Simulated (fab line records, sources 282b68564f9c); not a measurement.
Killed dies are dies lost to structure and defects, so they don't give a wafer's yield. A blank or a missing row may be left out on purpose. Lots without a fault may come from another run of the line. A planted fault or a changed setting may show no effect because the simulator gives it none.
Which tool did it? | flow rit_cmos | 14 lots, 42 wafers sampled, at 4 steps of a route of 202

WHAT THE GAUGES READ, wafer by wafer
RIT_NWELL_OVL_MEAS_06.
lot  | measured    | on         | NWELL_OVL (nm)
L590 | day 1 22:26 | overlay-02 | -0.7 0.9 1.4
L591 | day 2 03:28 | overlay-02 | 0.5 1.8 1.0
L593 | day 2 12:21 | overlay-02 | -1.0 -1.3 -0.9
L594 | day 2 17:02 | overlay-02 | 0.6 1.4 2.5
L596 | day 3 02:18 | overlay-02 | 2.5 1.3 1.6
L597 | day 3 11:28 | overlay-01 | -1.7 -1.8 -1.6
L598 | day 3 15:13 | overlay-02 | 1.2 -1.0 1.3
L599 | day 3 22:05 | overlay-01 | 0.8 1.6 1.5
L600 | day 4 01:25 | overlay-02 | -1.7 -2.9 -1.4
L601 | day 4 04:58 | overlay-02 | -1.2 -1.3 -0.1
L603 | day 4 15:22 | overlay-02 | 1.9 3.5 2.2
L607 | day 5 12:19 | overlay-01 | 1.5 2.3 2.8
L610 | day 6 03:19 | overlay-02 | -0.2 -1.0 -1.3
L613 | day 6 17:23 | overlay-01 | -0.2 0.2 -1.4

RIT_PSD_TW_MEAS_10.
lot  | measured    | on            | PSD_TW
L590 | day 3 04:51 | film_metro-04 | 3413 3408 3434
L591 | day 3 10:27 | film_metro-03 | 3383 3371 3378
L593 | day 3 16:40 | film_metro-04 | 3408 3403 3414
L594 | day 3 23:52 | film_metro-02 | 3463 3451 3436
L596 | day 4 08:46 | film_metro-03 | 3380 3401 3367
L597 | day 4 18:13 | film_metro-04 | 3463 3458 3434
L598 | day 4 21:47 | film_metro-04 | 3462 3466 3442
L599 | day 5 05:16 | film_metro-02 | 3438 3453 3465
L600 | day 5 10:21 | film_metro-03 | 3386 3388 3396
L601 | day 5 12:54 | film_metro-04 | 3430 3424 3428
L603 | day 5 23:08 | film_metro-02 | 3418 3433 3423
L607 | day 6 19:58 | film_metro-04 | 3391 3414 3404
L610 | day 7 08:56 | film_metro-04 | 3425 3431 3415
L613 | day 8 00:41 | film_metro-02 | 3432 3431 3414

WHICH TOOL RAN EACH LOT (tool, then ch and the chambers of the sampled wafers, then the start)
lot  | RIT_NRETRO_STRIP_09                 | RIT_NLDD_DEVELOP_05
L590 | plasma_asher-04 ch 0,1, day 2 08:23 | litho_track-02 ch 0, day 2 20:00
L591 | plasma_asher-01 ch 0,1, day 2 12:38 | litho_track-02 ch 0, day 3 02:00
L593 | plasma_asher-04 ch 0,1, day 2 21:51 | litho_track-03 ch 0, day 3 09:00
L594 | plasma_asher-04 ch 0,1, day 3 02:01 | litho_track-01 ch 0, day 3 16:00
L596 | plasma_asher-03 ch 0,1, day 3 12:06 | litho_track-03 ch 0, day 4 00:00
L597 | plasma_asher-03 ch 0,1, day 3 20:35 | litho_track-01 ch 0, day 4 10:00
L598 | plasma_asher-01 ch 0,1, day 4 01:04 | litho_track-01 ch 0, day 4 14:00
L599 | plasma_asher-03 ch 0,1, day 4 07:19 | litho_track-03 ch 0, day 4 21:00
L600 | plasma_asher-03 ch 0, day 4 11:10   | litho_track-01 ch 0, day 5 02:00
L601 | plasma_asher-01 ch 0,1, day 4 14:45 | litho_track-01 ch 0, day 5 05:00
L603 | plasma_asher-04 ch 0,1, day 5 01:07 | litho_track-01 ch 0, day 5 15:00
L607 | plasma_asher-04 ch 0,1, day 5 21:45 | litho_track-01 ch 0, day 6 11:00
L610 | plasma_asher-03 ch 0,1, day 6 12:11 | litho_track-01 ch 0, day 7 01:00
L613 | plasma_asher-03 ch 0,1, day 7 02:35 | litho_track-02 ch 0, day 7 16:00
- RIT_NRETRO_STRIP_09: strips in O2, time 180 s.
- RIT_NLDD_DEVELOP_05: develop time 50 s.

WHAT THE TOOLS THEMSELVES READ (means of the sampled wafers that have a number; where no wafer has one, the mark that the record gives instead)
RIT_NRETRO_STRIP_09.
lot  | tool            | drypump_motor_current_A (A)
L590 | plasma_asher-04 | 5.9
L591 | plasma_asher-01 | 6.0
L593 | plasma_asher-04 | 6.1
L594 | plasma_asher-04 | 6.1
L596 | plasma_asher-03 | 5.4
L597 | plasma_asher-03 | 5.4
L598 | plasma_asher-01 | 6.1
L599 | plasma_asher-03 | 5.3
L600 | plasma_asher-03 | 5.5
L601 | plasma_asher-01 | 6.0
L603 | plasma_asher-04 | 6.1
L607 | plasma_asher-04 | 6.1
L610 | plasma_asher-03 | 5.4
L613 | plasma_asher-03 | 5.3

RIT_NLDD_DEVELOP_05.
lot  | tool           | developer_temp_C (C)
L590 | litho_track-02 | 23.11
L591 | litho_track-02 | 23.16
L593 | litho_track-03 | 23.09
L594 | litho_track-01 | 23.01
L596 | litho_track-03 | 23.09
L597 | litho_track-01 | 23.03
L598 | litho_track-01 | 23.05
L599 | litho_track-03 | 23.09
L600 | litho_track-01 | 23.22
L601 | litho_track-01 | 23.01
L603 | litho_track-01 | 23.06
L607 | litho_track-01 | 23.93
L610 | litho_track-01 | 23.89
L613 | litho_track-02 | 22.94

THE ANSWER, worked out from the rows above alone
Rule: what is usual is taken from the lots themselves. Put in order of their means at a reading, lots are off if they are a third of the lots or fewer, leave a main group of 4 or more, and stand apart from it by a gap of 3 or more times the standard deviation of the main group's means; of several such gaps the widest counts. A main group whose means are all the same, to the digits that the tables above print for the reading, isn't used. A lot without any number at a reading at which 4 lots or more have one is off too. The other lots that the step has rows for count as sound. The gauges are gone through in route order, then the tools' own readings, and for those a lot's mean is taken as printed above. The first step at which some lot is off is used, and at that step the reading that is off furthest; a lot without a number counts as furthest.
Off: L607, L610, at RIT_NLDD_DEVELOP_05 (developer_temp_C). The main group: mean 23.07 C, standard deviation 0.07.
A tool fits if, at that step or a process step before it, it ran every lot that is off, and no sound lot after the first of them. One fits: litho_track-01 at RIT_NLDD_DEVELOP_05. Its last sound lot is L603 (day 5 15:00), its first lot that is off L607 (day 6 11:00): a fault that began between those two fits.
The tool's own readings at RIT_NLDD_DEVELOP_05 bear it out: on the lots that are off they differ by more than 5 times the standard deviation of the sound lots' means. developer_temp_C reads 23.91 C there against 23.07 C on the sound lots.

WHAT THE SIMULATOR HAD PUT IN
Process parameter drift: litho_track-01, from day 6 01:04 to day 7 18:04, at RIT_NLDD_DEVELOP_05. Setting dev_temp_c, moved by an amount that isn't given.
Lots struck among those shown: L607, L610. The rule above found the same.
